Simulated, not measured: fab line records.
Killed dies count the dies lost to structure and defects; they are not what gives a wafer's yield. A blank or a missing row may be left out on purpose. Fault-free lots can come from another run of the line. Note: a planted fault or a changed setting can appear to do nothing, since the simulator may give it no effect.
fab line records | flow ritCmos
record: lots: 7 | wafers: 21 | lastDay: 8
route steps=202 shown NRETRO@56 PRETRO@64
lots with no fault: from the same line, run without faults
startH: start of the lot's first displayed wafer, in hours after the record's first day | waitH: hours since the lot's step before | " same as the row above | L1.1+2: several wafers, shown together as one row | - either no value or no given start | * or withheld: withheld | < > ~ a bound
route shown NAME@n: names a module that has steps shown in the file, with the first one's number in the route | usual: the fault-free wafers' mean and standard deviation | same: alike in all rows | chamber/n: place in a boat | sites: readings site by site | _std_site: standard deviation across them | _edge_site: mean of outer sites minus mean of inner sites | radiusMm: for every site, how far away it sits from the centre of the wafer | mask NAME#n: copy n | behind: tool/chamber where the wafer was last shaped | hold: why the lot was held/for how many hours/how that ended | device: whichever transistor did not switch (one of n, p or np) | end of line: tests run on the same wafers once the route is complete | for a step that has no rows: nothing shown but its recipe | killed: the dies lost at the first sort to structure and to defects; this is not the yield of the wafer | map: the dies of a wafer, with x for killed, . for not killed, _ for no die there
set.NAME: the setting as run; set.NAME@STEP: as run at that earlier step | model.NAME: the simulator's own value behind a step, which no gauge read
a table for each step, a row for each wafer; lots at some steps of the route
services: from which hour (startH, from the record's first day; less than 0 if before it) a tool's chamber was out of use, for how many hours, and why
== steps ==
step: RIT_NRETRO_EXPOSE_03
recipe: maskId: M4 | na: 0.57 | targetCdNm: 43900 | doseMj: 250
step: RIT_NRETRO_PEB_04
recipe: resist: NOVOLAK | tempC: withheld | timeS: withheld
step: RIT_NRETRO_DEVELOP_05
recipe: resist: NOVOLAK | developTimeS: 68 | devTempC: 22.39
step: RIT_NRETRO_OVL_MEAS_06
usual: NRETRO_OVL: 1.3/1.3
lot.wafer | tool       | chamber | startH | waitH | NRETRO_OVL[nm]
L266.1    | overlay-01 | -       | 45.23  | -     | 1.6
L266.4    | "          | -       | "      | "     | 0.3
L266.5    | "          | -       | "      | "     | 1.3
L270.1    | overlay-02 | -       | 66.14  | -     | 2.5
L270.3    | "          | -       | "      | "     | 1.8
L270.4    | "          | -       | "      | "     | 1.7
L276.1    | overlay-01 | -       | 95.42  | -     | 0.9
L276.2    | "          | -       | "      | "     | 1.5
L276.3    | "          | -       | "      | "     | -0.5
L277.1    | overlay-01 | -       | 99.61  | -     | 1.9
L277.2    | "          | -       | "      | "     | 1.0
L277.4    | "          | -       | "      | "     | 1.7
L278.3    | overlay-01 | -       | 106.03 | -     | -1.2
L278.4    | "          | -       | "      | "     | -0.7
L278.6    | "          | -       | "      | "     | -0.2
L285.2    | overlay-02 | -       | 145.69 | -     | 2.8
L285.3    | "          | -       | "      | "     | 2.1
L285.6    | "          | -       | "      | "     | -0.6
L286.1    | overlay-01 | -       | 163.40 | -     | 0.4
L286.5    | "          | -       | "      | "     | 1.5
L286.6    | "          | -       | "      | "     | 1.1
step: RIT_NRETRO_HARDBAKE_07
recipe: resist: NOVOLAK | tempC: 140 | timeS: 120
step: RIT_NRETRO_IMPLANT_08
recipe: species: P | energyKev: 70 | doseCm2: 1e+13 | tiltDeg: 7
step: RIT_NRETRO_STRIP_09
recipe: chemistry: O2 | timeS: 180 | resist: NOVOLAK | platenTempC: withheld | powerW: 500 | pressureMtorr: 4000 | o2FlowSccm: 4000
usual: drypumpMotorCurrentA: 5.8/0.48
lot.wafer | tool           | chamber | startH | waitH | drypumpMotorCurrentA | rfHoursCounterH
L266.1    | plasmaAsher-04 | 1       | 45.66  | 0.1   | 5.4                  | 27
L266.4    | "              | 1       | "      | "     | 5.3                  | -
L266.5    | "              | 0       | "      | "     | 5.2                  | -
L270.1    | plasmaAsher-02 | 1       | 66.58  | 0.1   | 5.4                  | 44
L270.3    | "              | 0       | "      | "     | 6.4                  | -
L270.4    | "              | 1       | "      | "     | 5.4                  | -
L276.1    | plasmaAsher-03 | 0       | 95.85  | 0.1   | 6.2                  | 43
L276.2    | "              | 1       | "      | "     | 6.1                  | 43
L276.3    | "              | 0       | "      | "     | 6.2                  | -
L277.1    | plasmaAsher-03 | 0       | 100.04 | 0.1   | 6.2                  | 44
L277.2    | "              | 1       | "      | "     | 6.1                  | 44
L277.4    | "              | 1       | "      | "     | 6.1                  | -
L278.3    | plasmaAsher-03 | 1       | 106.51 | 0.1   | 6.1                  | -
L278.4    | "              | 0       | "      | "     | 6.2                  | -
L278.6    | "              | 0       | "      | "     | 6.2                  | -
L285.2    | plasmaAsher-02 | 1       | 146.12 | 0.1   | 5.4                  | 2
L285.3    | "              | 0       | "      | "     | 6.4                  | -
L285.6    | "              | 0       | "      | "     | 6.4                  | -
L286.1    | plasmaAsher-04 | 0       | 163.84 | 0.1   | 5.2                  | 38
L286.5    | "              | 0       | "      | "     | 5.2                  | -
L286.6    | "              | 1       | "      | "     | 5.4                  | -
step: RIT_NRETRO_TW_MEAS_10
usual: NRETRO_TW: 1059/4.7
lot.wafer | tool         | chamber | startH | waitH | NRETRO_TW
L266.1    | filmMetro-04 | -       | 45.84  | 0.1   | 1062
L266.4    | "            | -       | "      | "     | 1060
L266.5    | "            | -       | "      | "     | 1060
L270.1    | filmMetro-02 | -       | 66.75  | 0.1   | 1066
L270.3    | "            | -       | "      | "     | 1060
L270.4    | "            | -       | "      | "     | 1062
L276.1    | filmMetro-04 | -       | 96.03  | 0.1   | 1059
L276.2    | "            | -       | "      | "     | 1055
L276.3    | "            | -       | "      | "     | 1063
L277.1    | filmMetro-01 | -       | 100.22 | 0.1   | 1051
L277.2    | "            | -       | "      | "     | 1053
L277.4    | "            | -       | "      | "     | 1045
L278.3    | filmMetro-04 | -       | 106.65 | 0.1   | 1058
L278.4    | "            | -       | "      | "     | 1068
L278.6    | "            | -       | "      | "     | 1062
L285.2    | filmMetro-02 | -       | 146.31 | 0.1   | 1061
L285.3    | "            | -       | "      | "     | 1064
L285.6    | "            | -       | "      | "     | 1057
L286.1    | filmMetro-02 | -       | 164.01 | 0.1   | 1062
L286.5    | "            | -       | "      | "     | 1063
L286.6    | "            | -       | "      | "     | 1062
step: RIT_PRETRO_HMDS_00
recipe: primeTimeS: 60 | primeTempC: 140
step: RIT_PRETRO_COAT_01
recipe: resist: NOVOLAK | spinRpm: 2000 | resistThkNm: 1300
step: RIT_PRETRO_SOFTBAKE_02
recipe: resist: NOVOLAK | tempC: 90 | timeS: 60
step: RIT_PRETRO_EXPOSE_03
recipe: maskId: M5 | na: 0.57 | targetCdNm: 43700 | doseMj: 250
step: RIT_PRETRO_PEB_04
recipe: resist: NOVOLAK | tempC: withheld | timeS: withheld
usual: chillPlateTempC: * | exhaustPa: 45.1/0.97
lot.wafer | tool          | chamber | startH | waitH | chillPlateTempC | exhaustPa
L266.1    | lithoTrack-01 | 0       | 46.59  | 0.1   | *               | 45.5
L266.4    | "             | 0       | "      | "     | *               | 46.0
L266.5    | "             | 0       | "      | "     | *               | 45.6
L270.1    | lithoTrack-03 | 0       | 67.41  | 0.1   | *               | 46.5
L270.3    | "             | 0       | "      | "     | *               | 45.4
L270.4    | "             | 0       | "      | "     | *               | 45.9
L276.1    | lithoTrack-01 | -       | 96.65  | 0.1   | -               | -
L276.2    | "             | -       | "      | "     | -               | -
L276.3    | "             | -       | "      | "     | -               | -
L277.1    | lithoTrack-03 | -       | 100.97 | 0.1   | -               | -
L277.2    | "             | -       | "      | "     | -               | -
L277.4    | "             | -       | "      | "     | -               | -
L278.3    | lithoTrack-01 | -       | 107.43 | 0.1   | -               | -
L278.4    | "             | -       | "      | "     | -               | -
L278.6    | "             | -       | "      | "     | -               | -
L285.2    | lithoTrack-03 | 0       | 147.08 | 0.1   | *               | 45.2
L285.3    | "             | 0       | "      | "     | *               | 45.9
L285.6    | "             | 0       | "      | "     | *               | 44.9
L286.1    | lithoTrack-01 | 0       | 164.77 | 0.1   | *               | 45.7
L286.5    | "             | 0       | "      | "     | *               | 45.5
L286.6    | "             | 0       | "      | "     | *               | 43.7
step: RIT_PRETRO_DEVELOP_05
recipe: resist: NOVOLAK | developTimeS: 64.65 | devTempC: 23
== services ==
tool           | chamber | startH | hours | kind
plasmaAsher-03 | -       | 41.29  | 28.1  | pm
plasmaAsher-02 | -       | 57.74  | 2.3   | repair
plasmaAsher-03 | -       | 102.36 | 0.6   | repair
plasmaAsher-02 | -       | 108.75 | 9.0   | pm
plasmaAsher-02 | 0       | 108.75 | 9.0   | ventCycle
plasmaAsher-02 | 1       | 108.75 | 9.0   | ventCycle
plasmaAsher-02 | 0       | 117.75 | -     | clean
plasmaAsher-02 | 1       | 117.75 | -     | clean
plasmaAsher-04 | -       | 142.29 | 2.6   | repair
== key ==
firstSign: step: RIT_PRETRO_PEB_04 | reading: toolRecord | direction: missing
effect none on later readings
metAt RIT_PRETRO_PEB_04
struckWafers L276.1,L276.2,L276.3,L277.1,L277.2,L277.4,L278.3,L278.4,L278.6
sortLeftOut L276.1,L276.2,L276.3,L277.1,L277.2,L277.4,L278.3,L278.4,L278.6
testerLeftOut L276,L277,L278
onsetBetween 67.41 96.65
fault: kind: skippedStepWhole | tool: lithoTrack-01,lithoTrack-03 | chamber: - | onsetH: 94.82 | steps: RIT_PRETRO_PEB_04 | scope: struckLotsOnly
testerLeftOut: of these lots the tester's yield and bins aren't shown, on N5 and GAA mostly nor the transistor test; their killed dies are dies lost to structure and defects alone, not to doping, threshold or leakage, so they don't give the yield
sortLeftOut: the simulated sort isn't trusted on such a fault, so these wafers' sort isn't shown, and their yield isn't known
